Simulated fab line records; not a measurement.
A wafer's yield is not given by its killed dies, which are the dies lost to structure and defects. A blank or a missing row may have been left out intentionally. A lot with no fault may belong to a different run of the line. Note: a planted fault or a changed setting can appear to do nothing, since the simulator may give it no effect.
What tool caused it? | flow ritCmos | 6 lots with 18 wafers sampled at 4 steps, on a route of 202 steps

WHAT EACH GAUGE READ, for each wafer
RIT_M1_RS_MEAS_01: measures by four-point-probe.
lot  | measured    | on           | M1_AL_RS (ohm/sq)
L327 | day 4 01:47 | filmMetro-04 | 0.0725 0.0719 0.0725
L332 | day 5 06:04 | filmMetro-02 | 0.0728 0.0731 0.0741
L337 | day 6 17:44 | filmMetro-01 | 0.0799 0.0793 0.0792
L340 | day 7 08:46 | filmMetro-01 | 0.0741 0.0750 0.0737
L343 | day 7 18:44 | filmMetro-04 | 0.0726 0.0718 0.0729
L346 | day 8 05:56 | filmMetro-02 | 0.0735 0.0735 0.0747

WHICH TOOL RAN EACH LOT (tool, then ch and the chambers of the sampled wafers, then the start)
lot  | RIT_NRETRO_STRIP_09                | RIT_PLDD_STRIP_09                  | RIT_M1_SPUTTER_00
L327 | plasmaAsher-03 ch 0,1, day 2 22:22 | plasmaAsher-02 ch 0,1, day 3 15:52 | pvdSputter-01, day 4 01:30
L332 | plasmaAsher-03 ch 0,1, day 3 22:03 | plasmaAsher-04 ch 0,1, day 4 20:13 | pvdSputter-01, day 5 05:46
L337 | plasmaAsher-04 ch 0,1, day 5 04:27 | plasmaAsher-04 ch 0,1, day 6 07:59 | pvdSputter-01, day 6 17:27
L340 | plasmaAsher-04 ch 0,1, day 5 23:41 | plasmaAsher-03 ch 0,1, day 6 22:47 | pvdSputter-03, day 7 08:28
L343 | plasmaAsher-02 ch 0,1, day 6 13:34 | plasmaAsher-03 ch 1, day 7 06:49   | pvdSputter-04, day 7 18:26
L346 | plasmaAsher-04 ch 0,1, day 7 02:46 | plasmaAsher-04 ch 0,1, day 7 19:37 | pvdSputter-03, day 8 05:37
- RIT_NRETRO_STRIP_09: strips in O2, time 180 s.
- RIT_PLDD_STRIP_09: strips in O2, time 180 s.
- RIT_M1_SPUTTER_00: material Al, target thk 400 nm, time 500 s.

THE ANSWER, worked out from the rows above alone
Rule: usual is defined by the lots themselves. Put in order of their means at a reading, lots are off if they are a third of the lots or fewer, leave a main group of 4 or more, and stand apart from it by a gap of 3 or more times the standard deviation of the main group's means; of several such gaps the widest counts. Not used: any main group whose means are identical at the precision the tables above print for the reading. Also off: a lot with no number at a reading for which 4 or more lots have one. All remaining lots with rows at the step are treated as sound.
Off: at RIT_M1_RS_MEAS_01 (M1_AL_RS), L337. The main group has a mean of 0.0732 ohm/sq with a standard deviation of 0.00078.
If a tool, at a process step before that reading, ran all the lots that are off and no sound lot after the first of them, it fits. Those tools and the gauges at RIT_M1_RS_MEAS_01 are tried in the same way. One fits: pvdSputter-01 at RIT_M1_SPUTTER_00. Its last sound lot is L332 (day 5 05:46), its first lot that is off L337 (day 6 17:27): a fault that began between those two fits.

WHAT WAS PUT IN BY THE SIMULATOR
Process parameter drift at RIT_M1_SPUTTER_00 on pvdSputter-01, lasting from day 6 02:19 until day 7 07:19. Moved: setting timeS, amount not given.
Lots struck among those shown: L337. This agrees with what the rule above found.
